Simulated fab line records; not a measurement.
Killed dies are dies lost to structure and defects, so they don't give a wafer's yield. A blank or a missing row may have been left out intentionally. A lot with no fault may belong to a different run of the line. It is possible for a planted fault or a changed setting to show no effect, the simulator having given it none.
The tool behind it: which one? -- flow berkeleyCmos170 -- Sampling: 7 lots, 21 wafers, 3 of 331 route steps

== WHAT THE GAUGES READ, wafer by wafer ==
UCB170_V2_THK_MEAS_04.
lot,measured,on,V2_POLISHED_THK (nm)
L329,day 8 09:02,filmMetro-01,1000.8 1000.4 999.0
L332,day 9 05:28,filmMetro-03,999.1 999.3 1000.4
L335,day 9 06:35,filmMetro-03,997.3 999.9 999.4
L342,day 10 12:36,filmMetro-01,996.8 998.2 748.0
L345,day 11 05:33,filmMetro-01,997.9 998.6 999.9
L347,day 11 16:20,filmMetro-04,1000.9 999.6 1000.1
L351,day 12 04:50,filmMetro-01,999.7 1000.1 1000.0

== WHICH TOOL RAN EACH LOT (tool, then ch and the chambers of the sampled wafers, then the start) ==
lot,UCB170_NWELL_ETCH_13,UCB170_V2_CMP_02
L329,"rieDiel-04 ch 0,2,3, day 2 13:52","cmp-01 ch 0,2,3, day 8 08:37"
L332,"rieDiel-02 ch 1,2,3, day 3 06:30","cmp-02 ch 0,1,3, day 9 05:06"
L335,"rieDiel-02 ch 1,3, day 3 17:02","cmp-02 ch 0,3, day 9 06:09"
L342,"rieDiel-02 ch 2,3, day 5 04:20","cmp-01 ch 0,1, day 10 12:13"
L345,"rieDiel-03 ch 2,3, day 5 22:55","cmp-02 ch 0,1,3, day 11 05:13"
L347,"rieDiel-02 ch 2,3, day 6 06:41","cmp-02 ch 0,3, day 11 15:58"
L351,"rieDiel-03 ch 1,2, day 7 05:14","cmp-02 ch 2,3, day 12 04:26"
- UCB170_NWELL_ETCH_13: etches Si3N4 in CH3F/Ar/O2, stops on SiO2, target depth 246.4 nm, time 154 s.
- UCB170_V2_CMP_02: polishes SiO2.

== THE ANSWER, worked out from the rows above alone ==
Rule: usual is defined by the lots themselves. The widest of any qualifying gaps counts: lots, ordered by their means at a reading, are off when they make up no more than a third of the lots, leave a main group of 4 or more, and stand apart from it by 3 or more times the standard deviation of that group's means. Not used: any main group whose means are identical at the precision the tables above print for the reading. Also off: a lot with no number at a reading for which 4 or more lots have one. Any other lot the step has rows for is counted as sound.
Off: L342, at UCB170_V2_THK_MEAS_04 (V2_POLISHED_THK). Mean 999.6 nm and standard deviation 0.56 in the main group.
If a tool, at a process step before that reading, ran all the lots that are off and no sound lot after the first of them, it fits. Gauges at UCB170_V2_THK_MEAS_04: tried the same way as those tools. One candidate fits, namely cmp-01 at UCB170_V2_CMP_02. Its last sound lot is L329 (day 8 08:37), its first lot that is off L342 (day 10 12:13): a fault that began between those two fits.

== WHAT THE SIMULATOR HAD INSERTED ==
cmp-01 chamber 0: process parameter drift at UCB170_V2_CMP_02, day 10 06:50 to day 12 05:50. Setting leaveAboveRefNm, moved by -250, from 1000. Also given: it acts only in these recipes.
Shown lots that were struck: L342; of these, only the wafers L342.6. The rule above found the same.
